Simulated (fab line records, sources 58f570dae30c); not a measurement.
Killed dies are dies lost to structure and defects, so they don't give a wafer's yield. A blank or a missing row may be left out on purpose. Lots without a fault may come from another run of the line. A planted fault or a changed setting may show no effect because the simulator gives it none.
Chamber matching | flow berkeley_cmos170 | UCB170_V1_ETCH_14 on rie_diel-04: 4 sister chambers
The step etches SiO2 in CHF3/CF4/Ar, stops on Al, target depth 1250 nm, time 291 s. 4 wafers are shown with their chamber, then 7 later ones without.

WAFERS WITH THEIR CHAMBER
wafer  | chamber | drypump_motor_current_A (A)
L695.1 | 0       | 5.9
L695.4 | 1       | 4.9
L700.1 | 2       | 5.5
L700.4 | 3       | 6.7

WAFERS WITHOUT THEIR CHAMBER
wafer  | drypump_motor_current_A (A)
L700.5 | 6.6
L707.1 | 4.9
L707.2 | 5.9
L707.3 | 6.7
L705.4 | 5.5
L705.5 | 5.5
L705.6 | 6.7

WHICH CHAMBER EACH WENT THROUGH
wafer  | from the rows above | in truth
L700.5 | 3                   | 3
L707.1 | 1                   | 1
L707.2 | 0                   | 0
L707.3 | 3                   | 3
L705.4 | 2                   | 2
L705.5 | 2                   | 2
L705.6 | 3                   | 3
Placed correctly: 7 of 7. Can't be placed from these rows: 0. Placed wrongly: 0.
How it was worked out, from the rows above alone: a wafer's distance from a chamber is the root of the sum, over the readings, of the square of ((its reading less the chamber's mean) divided by the reading's scatter). The wafer belongs to the nearest chamber; if the next one is less than 2 further off, it can't be placed. A chamber's mean is the mean of its shown wafers. The scatter: with one shown wafer a chamber, the root of the mean of the squares of how far each hidden wafer lies from its nearest shown one.
